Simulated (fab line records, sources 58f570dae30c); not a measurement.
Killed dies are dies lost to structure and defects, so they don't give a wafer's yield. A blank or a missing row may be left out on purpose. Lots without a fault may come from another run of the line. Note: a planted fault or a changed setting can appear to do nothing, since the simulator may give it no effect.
Which tool did it? || flow berkeley cmos170 || 15 lots, 45 wafers sampled, at 5 steps of a route of 331

WHAT THE GAUGES READ, wafer by wafer
UCB170_SCREENOX_THK_MEAS_02.
{"lot": "L165", "measured": "day 6 10:46", "on": "film metro-02", "SCREENOX_OXIDE_THK (nm)": "14.87 14.57 15.00"}
{"lot": "L167", "measured": "day 6 20:07", "on": "film metro-02", "SCREENOX_OXIDE_THK (nm)": "14.26 14.54 14.45"}
{"lot": "L169", "measured": "day 7 08:19", "on": "film metro-02", "SCREENOX_OXIDE_THK (nm)": "14.19 14.04 14.22"}
{"lot": "L170", "measured": "day 7 08:19", "on": "film metro-01", "SCREENOX_OXIDE_THK (nm)": "14.07 14.15 13.99"}
{"lot": "L171", "measured": "day 7 08:23", "on": "film metro-02", "SCREENOX_OXIDE_THK (nm)": "13.79 14.05 13.88"}
{"lot": "L174", "measured": "day 7 19:09", "on": "film metro-01", "SCREENOX_OXIDE_THK (nm)": "14.75 14.63 14.79"}
{"lot": "L172", "measured": "day 7 19:10", "on": "film metro-02", "SCREENOX_OXIDE_THK (nm)": "14.95 14.92 15.00"}
{"lot": "L173", "measured": "day 7 19:10", "on": "film metro-04", "SCREENOX_OXIDE_THK (nm)": "14.69 14.59 14.58"}
{"lot": "L176", "measured": "day 8 11:27", "on": "film metro-02", "SCREENOX_OXIDE_THK (nm)": "14.29 14.45 14.21"}
{"lot": "L177", "measured": "day 8 20:32", "on": "film metro-04", "SCREENOX_OXIDE_THK (nm)": "14.35 14.30 14.23"}
{"lot": "L179", "measured": "day 9 05:31", "on": "film metro-02", "SCREENOX_OXIDE_THK (nm)": "14.24 14.29 14.53"}
{"lot": "L182", "measured": "day 10 01:35", "on": "film metro-04", "SCREENOX_OXIDE_THK (nm)": "13.67 13.82 13.96"}
{"lot": "L185", "measured": "day 10 01:39", "on": "film metro-04", "SCREENOX_OXIDE_THK (nm)": "14.42 14.38 14.51"}
{"lot": "L184", "measured": "day 10 01:42", "on": "film metro-02", "SCREENOX_OXIDE_THK (nm)": "14.39 14.63 14.50"}
{"lot": "L181", "measured": "day 10 01:43", "on": "film metro-04", "SCREENOX_OXIDE_THK (nm)": "14.39 14.54 14.53"}

UCB170_M1_CD_MEAS_90: the cd target is 700 nm.
{"lot": "L165", "measured": "day 8 19:47", "on": "cd sem-01", "cd nm (nm)": "698.1 699.7 702.5"}
{"lot": "L167", "measured": "day 9 02:01", "on": "cd sem-01", "cd nm (nm)": "699.9 703.2 701.1"}
{"lot": "L169", "measured": "day 9 11:09", "on": "cd sem-02", "cd nm (nm)": "698.9 701.7 707.4"}
{"lot": "L170", "measured": "day 9 09:50", "on": "cd sem-01", "cd nm (nm)": "698.7 699.5 700.0"}
{"lot": "L171", "measured": "day 9 11:35", "on": "cd sem-02", "cd nm (nm)": "698.3 700.3 700.4"}
{"lot": "L174", "measured": "day 10 01:58", "on": "cd sem-01", "cd nm (nm)": "703.2 704.7 702.0"}
{"lot": "L172", "measured": "day 9 22:34", "on": "cd sem-02", "cd nm (nm)": "698.8 700.1 699.9"}
{"lot": "L173", "measured": "day 10 01:50", "on": "cd sem-02", "cd nm (nm)": "696.2 697.1 696.7"}
{"lot": "L176", "measured": "day 10 09:20", "on": "cd sem-01", "cd nm (nm)": "704.2 701.5 701.3"}
{"lot": "L177", "measured": "day 10 23:04", "on": "cd sem-02", "cd nm (nm)": "701.5 700.3 698.5"}
{"lot": "L179", "measured": "day 11 08:01", "on": "cd sem-02", "cd nm (nm)": "699.0 699.1 688.3"}
{"lot": "L182", "measured": "day 12 01:52", "on": "cd sem-02", "cd nm (nm)": "687.9 693.7 686.4"}
{"lot": "L185", "measured": "day 12 02:30", "on": "cd sem-01", "cd nm (nm)": "700.8 701.0 701.4"}
{"lot": "L184", "measured": "day 12 03:31", "on": "cd sem-02", "cd nm (nm)": "704.6 698.8 702.3"}
{"lot": "L181", "measured": "day 12 03:47", "on": "cd sem-02", "cd nm (nm)": "686.8 690.1 697.5"}

UCB170_M2_OVL_MEAS_16.
{"lot": "L165", "measured": "day 9 03:50", "on": "overlay-02", "M2_OVL (nm)": "1 6 1"}
{"lot": "L167", "measured": "day 9 09:47", "on": "overlay-01", "M2_OVL (nm)": "14 10 14"}
{"lot": "L169", "measured": "day 9 18:18", "on": "overlay-01", "M2_OVL (nm)": "5 7 2"}
{"lot": "L170", "measured": "day 9 16:44", "on": "overlay-01", "M2_OVL (nm)": "-7 2 -2"}
{"lot": "L171", "measured": "day 9 18:35", "on": "overlay-02", "M2_OVL (nm)": "8 13 23"}
{"lot": "L174", "measured": "day 10 09:41", "on": "overlay-01", "M2_OVL (nm)": "8 4 19"}
{"lot": "L172", "measured": "day 10 04:34", "on": "overlay-02", "M2_OVL (nm)": "0 2 6"}
{"lot": "L173", "measured": "day 10 08:07", "on": "overlay-02", "M2_OVL (nm)": "-8 -1 -8"}
{"lot": "L176", "measured": "day 10 16:20", "on": "overlay-01", "M2_OVL (nm)": "16 18 14"}
{"lot": "L177", "measured": "day 11 07:01", "on": "overlay-02", "M2_OVL (nm)": "7 8 -4"}
{"lot": "L179", "measured": "day 11 16:29", "on": "overlay-01", "M2_OVL (nm)": "10 12 11"}
{"lot": "L182", "measured": "day 12 08:07", "on": "overlay-02", "M2_OVL (nm)": "5 5 5"}
{"lot": "L185", "measured": "day 12 10:52", "on": "overlay-01", "M2_OVL (nm)": "11 1 1"}
{"lot": "L184", "measured": "day 12 15:40", "on": "overlay-02", "M2_OVL (nm)": "2 10 13"}
{"lot": "L181", "measured": "day 12 14:34", "on": "overlay-02", "M2_OVL (nm)": "5 9 6"}

WHICH TOOL RAN EACH LOT (tool, then ch and the chambers of the sampled wafers, then the start)
{"lot": "L165", "UCB170_M1_METAL_ETCH_12": "rie metal-03 ch 0,1, day 8 19:33", "UCB170_M1_STRIP_13": "plasma asher-03 ch 1, day 8 19:41"}
{"lot": "L167", "UCB170_M1_METAL_ETCH_12": "rie metal-04 ch 0,1, day 9 01:47", "UCB170_M1_STRIP_13": "plasma asher-03 ch 0,1, day 9 01:55"}
{"lot": "L169", "UCB170_M1_METAL_ETCH_12": "rie metal-04 ch 0,1, day 9 10:55", "UCB170_M1_STRIP_13": "plasma asher-01 ch 0,1, day 9 11:03"}
{"lot": "L170", "UCB170_M1_METAL_ETCH_12": "rie metal-01 ch 0, day 9 09:28", "UCB170_M1_STRIP_13": "plasma asher-01 ch 0,1, day 9 09:44"}
{"lot": "L171", "UCB170_M1_METAL_ETCH_12": "rie metal-01 ch 0, day 9 11:14", "UCB170_M1_STRIP_13": "plasma asher-02 ch 0,1, day 9 11:28"}
{"lot": "L174", "UCB170_M1_METAL_ETCH_12": "rie metal-03 ch 0,1, day 10 01:44", "UCB170_M1_STRIP_13": "plasma asher-01 ch 0,1, day 10 01:52"}
{"lot": "L172", "UCB170_M1_METAL_ETCH_12": "rie metal-01 ch 0, day 9 22:13", "UCB170_M1_STRIP_13": "plasma asher-03 ch 0,1, day 9 22:27"}
{"lot": "L173", "UCB170_M1_METAL_ETCH_12": "rie metal-01 ch 0, day 10 01:30", "UCB170_M1_STRIP_13": "plasma asher-03 ch 0,1, day 10 01:43"}
{"lot": "L176", "UCB170_M1_METAL_ETCH_12": "rie metal-04 ch 0, day 10 09:05", "UCB170_M1_STRIP_13": "plasma asher-01 ch 0,1, day 10 09:13"}
{"lot": "L177", "UCB170_M1_METAL_ETCH_12": "rie metal-03 ch 0,1, day 10 22:50", "UCB170_M1_STRIP_13": "plasma asher-02 ch 0,1, day 10 22:58"}
{"lot": "L179", "UCB170_M1_METAL_ETCH_12": "rie metal-01 ch 0,1, day 11 07:47", "UCB170_M1_STRIP_13": "plasma asher-02 ch 0, day 11 07:55"}
{"lot": "L182", "UCB170_M1_METAL_ETCH_12": "rie metal-01 ch 0,1, day 12 01:38", "UCB170_M1_STRIP_13": "plasma asher-03 ch 0,1, day 12 01:46"}
{"lot": "L185", "UCB170_M1_METAL_ETCH_12": "rie metal-04 ch 0,1, day 12 02:16", "UCB170_M1_STRIP_13": "plasma asher-01 ch 0,1, day 12 02:24"}
{"lot": "L184", "UCB170_M1_METAL_ETCH_12": "rie metal-03 ch 0,1, day 12 03:17", "UCB170_M1_STRIP_13": "plasma asher-02 ch 0,1, day 12 03:25"}
{"lot": "L181", "UCB170_M1_METAL_ETCH_12": "rie metal-01 ch 0,1, day 12 03:31", "UCB170_M1_STRIP_13": "plasma asher-03 ch 0,1, day 12 03:40"}
- UCB170_M1_METAL_ETCH_12: etches Al in Cl2/BCl3, stops on PSG, target depth 780 nm, time 130 s.
- UCB170_M1_STRIP_13: strips in O2.

WHAT THE TOOLS THEMSELVES READ (means of the sampled wafers that have a number; where no wafer has one, the mark that the record gives instead)
UCB170_M1_METAL_ETCH_12.
{"lot": "L165", "tool": "rie metal-03", "drypump motor current A (A)": 5.6, "mfc cl2 sccm (sccm)": 89.81, "oes product au (a.u.)": 0.861, "rf fwd power W (W)": 595.2, "throttle valve pct (%)": 24.43}
{"lot": "L167", "tool": "rie metal-04", "drypump motor current A (A)": 5.2, "mfc cl2 sccm (sccm)": 90.01, "oes product au (a.u.)": 0.853, "rf fwd power W (W)": 597.5, "throttle valve pct (%)": 24.20}
{"lot": "L169", "tool": "rie metal-04", "drypump motor current A (A)": 5.2, "mfc cl2 sccm (sccm)": 90.12, "oes product au (a.u.)": 0.857, "rf fwd power W (W)": 596.7, "throttle valve pct (%)": 24.20}
{"lot": "L170", "tool": "rie metal-01", "drypump motor current A (A)": 6.7, "mfc cl2 sccm (sccm)": 89.73, "oes product au (a.u.)": 0.833, "rf fwd power W (W)": 594.7, "throttle valve pct (%)": 24.29}
{"lot": "L171", "tool": "rie metal-01", "drypump motor current A (A)": 6.7, "mfc cl2 sccm (sccm)": 89.76, "oes product au (a.u.)": 0.841, "rf fwd power W (W)": 596.6, "throttle valve pct (%)": 24.29}
{"lot": "L174", "tool": "rie metal-03", "drypump motor current A (A)": 5.6, "mfc cl2 sccm (sccm)": 89.96, "oes product au (a.u.)": 0.852, "rf fwd power W (W)": 597.1, "throttle valve pct (%)": 24.28}
{"lot": "L172", "tool": "rie metal-01", "drypump motor current A (A)": 6.7, "mfc cl2 sccm (sccm)": 89.54, "oes product au (a.u.)": 0.838, "rf fwd power W (W)": 595.1, "throttle valve pct (%)": 24.29}
{"lot": "L173", "tool": "rie metal-01", "drypump motor current A (A)": 6.8, "mfc cl2 sccm (sccm)": 89.98, "oes product au (a.u.)": 0.837, "rf fwd power W (W)": 595.8, "throttle valve pct (%)": 24.29}
{"lot": "L176", "tool": "rie metal-04", "drypump motor current A (A)": 5.6, "mfc cl2 sccm (sccm)": 90.22, "oes product au (a.u.)": 0.859, "rf fwd power W (W)": 596.8, "throttle valve pct (%)": 24.41}
{"lot": "L177", "tool": "rie metal-03", "drypump motor current A (A)": 5.6, "mfc cl2 sccm (sccm)": 90.06, "oes product au (a.u.)": 0.855, "rf fwd power W (W)": 594.7, "throttle valve pct (%)": 24.28}
{"lot": "L179", "tool": "rie metal-01", "drypump motor current A (A)": 6.0, "mfc cl2 sccm (sccm)": 90.17, "oes product au (a.u.)": 0.857, "rf fwd power W (W)": 678.7, "throttle valve pct (%)": 24.36}
{"lot": "L182", "tool": "rie metal-01", "drypump motor current A (A)": 6.3, "mfc cl2 sccm (sccm)": 90.19, "oes product au (a.u.)": 0.846, "rf fwd power W (W)": 757.4, "throttle valve pct (%)": 24.33}
{"lot": "L185", "tool": "rie metal-04", "drypump motor current A (A)": 5.2, "mfc cl2 sccm (sccm)": 90.07, "oes product au (a.u.)": 0.861, "rf fwd power W (W)": 598.9, "throttle valve pct (%)": 24.19}
{"lot": "L184", "tool": "rie metal-03", "drypump motor current A (A)": 5.5, "mfc cl2 sccm (sccm)": 89.75, "oes product au (a.u.)": 0.854, "rf fwd power W (W)": 595.5, "throttle valve pct (%)": 24.28}
{"lot": "L181", "tool": "rie metal-01", "drypump motor current A (A)": 6.4, "mfc cl2 sccm (sccm)": 90.15, "oes product au (a.u.)": 0.850, "rf fwd power W (W)": 756.2, "throttle valve pct (%)": 24.33}

UCB170_M1_STRIP_13.
{"lot": "L165", "tool": "plasma asher-03", "drypump motor current A (A)": 5.5, "oes product au (a.u.)": 0.722}
{"lot": "L167", "tool": "plasma asher-03", "drypump motor current A (A)": 5.3, "oes product au (a.u.)": 0.720}
{"lot": "L169", "tool": "plasma asher-01", "drypump motor current A (A)": 5.8, "oes product au (a.u.)": 0.718}
{"lot": "L170", "tool": "plasma asher-01", "drypump motor current A (A)": 6.1, "oes product au (a.u.)": 0.718}
{"lot": "L171", "tool": "plasma asher-02", "drypump motor current A (A)": 5.8, "oes product au (a.u.)": 0.718}
{"lot": "L174", "tool": "plasma asher-01", "drypump motor current A (A)": 6.0, "oes product au (a.u.)": 0.723}
{"lot": "L172", "tool": "plasma asher-03", "drypump motor current A (A)": 5.3, "oes product au (a.u.)": 0.720}
{"lot": "L173", "tool": "plasma asher-03", "drypump motor current A (A)": 5.3, "oes product au (a.u.)": 0.720}
{"lot": "L176", "tool": "plasma asher-01", "drypump motor current A (A)": 6.0, "oes product au (a.u.)": 0.725}
{"lot": "L177", "tool": "plasma asher-02", "drypump motor current A (A)": 5.6, "oes product au (a.u.)": 0.720}
{"lot": "L179", "tool": "plasma asher-02", "drypump motor current A (A)": 6.2, "oes product au (a.u.)": 0.681}
{"lot": "L182", "tool": "plasma asher-03", "drypump motor current A (A)": 5.4, "oes product au (a.u.)": 0.636}
{"lot": "L185", "tool": "plasma asher-01", "drypump motor current A (A)": 5.8, "oes product au (a.u.)": 0.718}
{"lot": "L184", "tool": "plasma asher-02", "drypump motor current A (A)": 5.6, "oes product au (a.u.)": 0.721}
{"lot": "L181", "tool": "plasma asher-03", "drypump motor current A (A)": 5.4, "oes product au (a.u.)": 0.639}

THE ANSWER, worked out from the rows above alone
Rule: the lots themselves supply what counts as usual. The widest of any qualifying gaps counts: lots, ordered by their means at a reading, are off when they make up no more than a third of the lots, leave a main group of 4 or more, and stand apart from it by 3 or more times the standard deviation of that group's means. The tables above print the reading to a certain number of digits; a main group whose means all agree to those digits is not used. A lot without any number at a reading at which 4 lots or more have one is off too. Where the step has rows for the other lots, those lots are counted as sound. The gauges are gone through in route order, then the tools' own readings, and for those a lot's mean is taken as printed above. At the first step where some lot is off, the reading lying furthest off is the one used; lots without a number count as furthest.
Off, at UCB170_M1_METAL_ETCH_12 on rf fwd power W: L179, L182, L181. For the main group the mean is 596.2 W and the standard deviation 1.2.
A tool fits if, at that step or a process step before it, it ran every lot that is off, and no sound lot after the first of them. One candidate fits, namely rie metal-01 at UCB170_M1_METAL_ETCH_12. A fault onset in the window from L173 (day 10 01:30, its last sound lot) to L179 (day 11 07:47, its first lot off) fits.
The tool's own readings at UCB170_M1_METAL_ETCH_12 bear it out: on the lots that are off they differ by more than 5 times the standard deviation of the sound lots' means. rf fwd power W reads 730.8 W there against 596.2 W on the sound lots.

WHAT THE SIMULATOR HAD INSERTED
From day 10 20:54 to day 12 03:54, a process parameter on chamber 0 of rie metal-01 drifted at UCB170_M1_METAL_ETCH_12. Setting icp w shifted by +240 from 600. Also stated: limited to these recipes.
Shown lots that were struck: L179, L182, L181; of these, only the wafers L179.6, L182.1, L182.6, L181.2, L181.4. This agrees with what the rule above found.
